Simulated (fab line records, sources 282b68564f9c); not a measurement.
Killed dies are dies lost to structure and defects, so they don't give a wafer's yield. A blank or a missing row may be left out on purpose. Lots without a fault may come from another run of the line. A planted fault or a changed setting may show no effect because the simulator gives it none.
A struck lot beside a sound one | flow rit_cmos | 14 steps out of a route of 202
Sound: wafers L411.1, L411.3, L411.6. Struck: wafers L412.3, L412.4, L412.6. The cause comes at the end.
At each step with rows: each side's tool, then ch and its chambers, then its first start. Under that, the readings that differ: sound wafers | struck wafers | difference of the means | sigmas: that difference in standard deviations of wafers without a fault.
alike: readings whose means differ by less than 2 such deviations, and words and numbers that are the same on both sides. not compared: withheld readings, readings that some wafer has no value for, bounds like >300 that may hide the same value, and numbers for which the record gives no deviation and whose values overlap.
The two part at a step that has a row with sigmas, a row that says differs or no value, or rows on one side only. Numbers that don't overlap but have no deviation are shown without sigmas and don't part them. A reading that every wafer of one side lacks parts them only if that side has two wafers or more.

RIT_GATE_STRIP_20: strips in O2, time 180 s.
  sound on plasma_asher-01 ch 0,1, day 4 20:05; struck on plasma_asher-03 ch 0,1, day 4 21:03
  alike: drypump_motor_current_A
  not compared: rf_hours_counter_h
RIT_GATE_CD_MEAS_90: target cd 150 nm.
  sound on cd_sem-01, day 4 20:16; struck on cd_sem-01, day 4 21:12
  alike: cd_nm
then, 4 steps without rows for these wafers: RIT_REOX_CLEAN_00 (cleans in SC1, time 600 s); RIT_REOX_CLEAN_01 (cleans in dHF, time 30 s); RIT_REOX_CLEAN_02 (cleans in SC2, time 600 s); RIT_REOX_OXIDATION_03 (target thk 25.2 nm, ox time 5580 s).
RIT_REOX_THK_MEAS_04:
  sound on film_metro-04, day 4 23:19; struck on film_metro-03, day 5 00:15
  alike: REOX_OXIDE_THK
then, 5 steps without rows for these wafers: RIT_NLDD_HMDS_00 (prime time 60 s); RIT_NLDD_COAT_01 (resist thk 1000 nm); RIT_NLDD_SOFTBAKE_02 (time 60 s); RIT_NLDD_EXPOSE_03 (exposes mask M7, target cd 40700 nm); RIT_NLDD_PEB_04.
RIT_NLDD_DEVELOP_05: develop time 50 s.
  sound on litho_track-04 ch 0, day 5 00:00; struck on litho_track-04, day 5 01:00
  no value came back on the struck wafers for chill_plate_temp_C (C), develop_time_s (s); on the sound wafers chill_plate_temp_C (C) reads 23.09 23.07 23.12
RIT_NLDD_OVL_MEAS_06:
  sound on overlay-02, day 5 00:26; struck on overlay-01, day 5 01:10
  reading       | sound        | struck | difference                    | sigmas
  NLDD_OVL (nm) | -0.3 0.5 1.2 | - - -  | no value on the struck wafers |

WHERE THEY PART
First at RIT_NLDD_DEVELOP_05; last, within this record, at RIT_NLDD_OVL_MEAS_06.

WHY: what the simulator had put in
Skipped step whole: litho_track-04, from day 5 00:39 on, at RIT_NLDD_DEVELOP_05. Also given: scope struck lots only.
